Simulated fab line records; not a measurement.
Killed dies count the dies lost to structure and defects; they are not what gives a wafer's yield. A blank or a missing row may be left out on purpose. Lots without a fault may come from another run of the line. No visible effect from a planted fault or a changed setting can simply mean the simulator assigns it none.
Chamber matching / flow ritCmos / RIT_GATE_ETCH_19 on rieSi-01: 4 sister chambers
The step etches poly-Si in SF6/CHF3/O2, stops on SiO2, time 165 s, target depth 312.5 nm. 16 wafers are shown with their chamber, then 8 later ones without.

== EACH WAFER AND ITS CHAMBER ==
wafer=L816.3; chamber=2; drypumpMotorCurrentA (A)=6.4; throttleValvePct (%)=10.40; oesProductAu (a.u.)=0.824
wafer=L816.5; chamber=1; drypumpMotorCurrentA (A)=6.0; throttleValvePct (%)=10.22; oesProductAu (a.u.)=0.851
wafer=L816.6; chamber=0; drypumpMotorCurrentA (A)=5.2; throttleValvePct (%)=10.21; oesProductAu (a.u.)=0.850
wafer=L818.1; chamber=2; drypumpMotorCurrentA (A)=6.4; throttleValvePct (%)=10.42; oesProductAu (a.u.)=0.826
wafer=L818.4; chamber=1; drypumpMotorCurrentA (A)=6.0; throttleValvePct (%)=10.20; oesProductAu (a.u.)=0.854
wafer=L818.5; chamber=1; drypumpMotorCurrentA (A)=6.0; throttleValvePct (%)=10.21; oesProductAu (a.u.)=0.852
wafer=L820.2; chamber=1; drypumpMotorCurrentA (A)=6.1; throttleValvePct (%)=10.21; oesProductAu (a.u.)=0.847
wafer=L820.4; chamber=0; drypumpMotorCurrentA (A)=5.2; throttleValvePct (%)=10.20; oesProductAu (a.u.)=0.853
wafer=L820.5; chamber=2; drypumpMotorCurrentA (A)=6.4; throttleValvePct (%)=10.40; oesProductAu (a.u.)=0.828
wafer=L822.1; chamber=3; drypumpMotorCurrentA (A)=6.0; throttleValvePct (%)=10.42; oesProductAu (a.u.)=0.860
wafer=L822.2; chamber=1; drypumpMotorCurrentA (A)=6.0; throttleValvePct (%)=10.21; oesProductAu (a.u.)=0.839
wafer=L822.6; chamber=3; drypumpMotorCurrentA (A)=6.0; throttleValvePct (%)=10.43; oesProductAu (a.u.)=0.864
wafer=L824.2; chamber=0; drypumpMotorCurrentA (A)=5.1; throttleValvePct (%)=10.20; oesProductAu (a.u.)=0.844
wafer=L824.4; chamber=1; drypumpMotorCurrentA (A)=6.0; throttleValvePct (%)=10.21; oesProductAu (a.u.)=0.854
wafer=L824.5; chamber=2; drypumpMotorCurrentA (A)=6.4; throttleValvePct (%)=10.41; oesProductAu (a.u.)=0.826
wafer=L826.2; chamber=3; drypumpMotorCurrentA (A)=6.0; throttleValvePct (%)=10.43; oesProductAu (a.u.)=0.872

SIGNATURES (averages over the wafers above)
reading=drypumpMotorCurrentA; chamber 0=5.167; chamber 1=6.017; chamber 2=6.400; chamber 3=6.000; scatter within a chamber=0.0354
reading=throttleValvePct; chamber 0=10.2033; chamber 1=10.2100; chamber 2=10.4075; chamber 3=10.4267; scatter within a chamber=0.00712
reading=oesProductAu; chamber 0=0.84900; chamber 1=0.84950; chamber 2=0.82600; chamber 3=0.86533; scatter within a chamber=0.00492
Rule: a wafer lies at a distance from a chamber equal to the root of the sum of squares, over the readings, of (its reading less the chamber's mean, divided by the reading's scatter). The wafer belongs to the nearest chamber; if the next one is less than 2 further off, it can't be placed. The scatter: the root of (the sum of the squares of (reading less its chamber's mean) over the shown wafers, divided by (wafers less chambers)).

== WAFERS MISSING THEIR CHAMBER ==
wafer=L826.4; drypumpMotorCurrentA (A)=5.1; throttleValvePct (%)=10.21; oesProductAu (a.u.)=0.861
wafer=L826.6; drypumpMotorCurrentA (A)=6.0; throttleValvePct (%)=10.43; oesProductAu (a.u.)=0.870
wafer=L828.4; drypumpMotorCurrentA (A)=6.0; throttleValvePct (%)=10.44; oesProductAu (a.u.)=0.880
wafer=L828.5; drypumpMotorCurrentA (A)=6.0; throttleValvePct (%)=10.23; oesProductAu (a.u.)=0.861
wafer=L828.6; drypumpMotorCurrentA (A)=6.4; throttleValvePct (%)=10.41; oesProductAu (a.u.)=0.819
wafer=L832.2; drypumpMotorCurrentA (A)=6.4; throttleValvePct (%)=10.40; oesProductAu (a.u.)=0.829
wafer=L832.4; drypumpMotorCurrentA (A)=6.0; throttleValvePct (%)=10.42; oesProductAu (a.u.)=0.863
wafer=L832.6; drypumpMotorCurrentA (A)=6.4; throttleValvePct (%)=10.40; oesProductAu (a.u.)=0.824

== CHAMBER TAKEN BY EACH ==
wafer=L826.4; from the rows above=0; in truth=0
wafer=L826.6; from the rows above=3; in truth=3
wafer=L828.4; from the rows above=3; in truth=3
wafer=L828.5; from the rows above=1; in truth=1
wafer=L828.6; from the rows above=2; in truth=2
wafer=L832.2; from the rows above=2; in truth=2
wafer=L832.4; from the rows above=3; in truth=3
wafer=L832.6; from the rows above=2; in truth=2
Correctly placed: 8 of 8. Can't be placed from these rows: 0. 0 placed wrongly.
